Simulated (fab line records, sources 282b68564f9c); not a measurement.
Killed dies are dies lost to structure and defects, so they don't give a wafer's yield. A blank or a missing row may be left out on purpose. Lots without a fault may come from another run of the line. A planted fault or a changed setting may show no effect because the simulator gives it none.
A struck lot beside a sound one | flow rit_cmos | 30 steps out of a route of 202
Sound: wafers L404.1, L404.3, L404.5. Struck: wafers L418.1, L418.2, L418.3. The cause comes at the end.
At each step with rows: each side's tool, then ch and its chambers, then its first start. Under that, the readings that differ: sound wafers | struck wafers | difference of the means | sigmas: that difference in standard deviations of wafers without a fault.
alike: readings whose means differ by less than 2 such deviations, and words and numbers that are the same on both sides. not compared: withheld readings, readings that some wafer has no value for, bounds like >300 that may hide the same value, and numbers for which the record gives no deviation and whose values overlap.
The two part at a step that has a row with sigmas, a row that says differs or no value, or rows on one side only. Numbers that don't overlap but have no deviation are shown without sigmas and don't part them. A reading that every wafer of one side lacks parts them only if that side has two wafers or more.

RIT_FOX2_THK_MEAS_01:
  sound on film_metro-02, day 1 20:28; struck on film_metro-01, day 4 22:08
  reading             | sound       | struck      | difference | sigmas
  FOX2_OXIDE_THK (nm) | 362 355 357 | 342 345 345 | -14        | -2
then, 2 steps without rows for these wafers: RIT_FOX2_CLEAN_02 (cleans in dHF, time 180 s); RIT_FOX2_WET_ETCH_03 (etches Si3N4 in H3PO4, target depth 195 nm, time 2700 s).
RIT_FOX2_THK_MEAS_90:
  sound on film_metro-03, day 1 21:20; struck on film_metro-02, day 4 23:01
  reading                     | sound       | struck      | difference | sigmas
  FIELD_OXIDE_LEFT_1_THK (nm) | 335 328 330 | 314 318 317 | -15        | -2
then, 6 steps without rows for these wafers: RIT_NWELL_HMDS_00 (prime time 60 s); RIT_NWELL_COAT_01 (resist thk 1300 nm); RIT_NWELL_SOFTBAKE_02 (time 60 s); RIT_NWELL_EXPOSE_03 (exposes mask M2, target cd 43900 nm); RIT_NWELL_PEB_04; RIT_NWELL_DEVELOP_05 (develop time 68 s).
RIT_NWELL_OVL_MEAS_06:
  sound on overlay-02, day 1 22:25; struck on overlay-02, day 4 23:59
  alike: NWELL_OVL
then, 1 step without rows for these wafers: RIT_NWELL_HARDBAKE_07 (time 120 s).
RIT_NWELL_IMPLANT_08:
  sound on implanter-04 ch 0, day 1 22:43; struck on implanter-04 ch 0, day 5 00:16
  reading                          | sound                     | struck                       | difference | sigmas
  beam_on_s (s)                    | 9.81 9.79 10.13           | 11.10 11.11 10.84            | +1.11      | +6
  end_station_pressure_torr (Torr) | 5.53e-06 5.27e-06 5.1e-06 | 4.518e-05 4.84e-05 4.903e-05 | +4.224e-05 | +99 or more
  faraday_current_uA               | 162 162 156               | 144 144 149                  | -14        | -4
RIT_NWELL_STRIP_09: strips in O2, time 180 s.
  sound on plasma_asher-04 ch 0,1, day 1 22:52; struck on plasma_asher-04 ch 0,1, day 5 00:25
  alike: drypump_motor_current_A, rf_refl_power_W
  not compared: rf_hours_counter_h
RIT_NWELL_TW_MEAS_10:
  sound on film_metro-03, day 1 23:02; struck on film_metro-04, day 5 00:35
  reading  | sound          | struck         | difference | sigmas
  NWELL_TW | 2122 2121 2122 | 2200 2188 2198 | +74        | +6
then, 6 steps without rows for these wafers: RIT_PWELL_HMDS_00 (prime time 60 s); RIT_PWELL_COAT_01 (resist thk 1300 nm); RIT_PWELL_SOFTBAKE_02 (time 60 s); RIT_PWELL_EXPOSE_03 (exposes mask M3, target cd 43700 nm); RIT_PWELL_PEB_04; RIT_PWELL_DEVELOP_05 (develop time 68 s).
RIT_PWELL_OVL_MEAS_06:
  sound on overlay-02, day 2 00:02; struck on overlay-02, day 5 01:32
  alike: PWELL_OVL
then, 2 steps without rows for these wafers: RIT_PWELL_HARDBAKE_07 (time 120 s); RIT_PWELL_IMPLANT_08.
RIT_PWELL_STRIP_09: strips in O2, time 180 s.
  sound on plasma_asher-04 ch 0,1, day 2 00:28; struck on plasma_asher-03 ch 0,1, day 5 01:58
  alike: drypump_motor_current_A, rf_refl_power_W
  not compared: rf_hours_counter_h
RIT_PWELL_TW_MEAS_10:
  sound on film_metro-04, day 2 00:39; struck on film_metro-01, day 5 02:08
  alike: PWELL_TW
then, 1 step without rows for these wafers: RIT_WELLDRIVE_ANNEAL_00 (time 14700 s).
RIT_WELLDRIVE_RS_MEAS_01: measures by four-point-probe.
  sound on film_metro-01, day 2 06:32; struck on film_metro-03, day 5 07:17
  reading           | sound             | struck            | difference | sigmas
  NWELL_RS (ohm/sq) | 275.0 275.0 274.8 | 260.6 261.2 260.0 | -14.3      | -19
RIT_WELLDRIVE_RS_MEAS_02: measures by four-point-probe.
  sound on film_metro-01, day 2 06:39; struck on film_metro-03, day 5 07:24
  alike: PWELL_RS
RIT_M1_PROBE_99:
  sound on prober-01, day 3 12:54; struck on prober-02, day 6 13:13
  reading                                 | sound                | struck              | difference | sigmas
  model.etest.nwell_pinched.rs_ohm_sq     | 332.1 336.4 331.5    | 311.4 319 322.5     | -15.7      |
  model.etest.well_edge_left.line_ohm_um  | 181.7 182.6 179.1    | 174.7 169 172.8     | -9.0       |
  model.etest.well_edge_right.line_ohm_um | 183.6 181.6 180.4    | 171.6 172.3 173.3   | -9.5       |
  model.etest.field_p_metal.vt_v (V)      | -29.21 -29.38 -29.62 | -31.87 -30.9 -30.85 | -1.80      |
  model.etest.field_p.vt_v (V)            | -12.9 -12.86 -12.97  | -13.4 -13.31 -13.33 | -0.4       |
  model.etest.diode_pplus_comb.cj_ff_um2  | 2.034 2.027 2.035    | 2.062 2.049 2.052   | +0.022     |
  alike: killed_at_contacts, killed_at_front_end, killed_dies, killed_open, killed_short
  not compared: model.etest.diode_pplus_nwell.bv_v, model.etest.vpnp.gain

WHERE THEY PART
First at RIT_FOX2_THK_MEAS_01; last, within this record, at RIT_WELLDRIVE_RS_MEAS_01. Later steps at which nothing parts them and some readings are alike: RIT_WELLDRIVE_RS_MEAS_02, RIT_M1_PROBE_99.

WHY: what the simulator had put in
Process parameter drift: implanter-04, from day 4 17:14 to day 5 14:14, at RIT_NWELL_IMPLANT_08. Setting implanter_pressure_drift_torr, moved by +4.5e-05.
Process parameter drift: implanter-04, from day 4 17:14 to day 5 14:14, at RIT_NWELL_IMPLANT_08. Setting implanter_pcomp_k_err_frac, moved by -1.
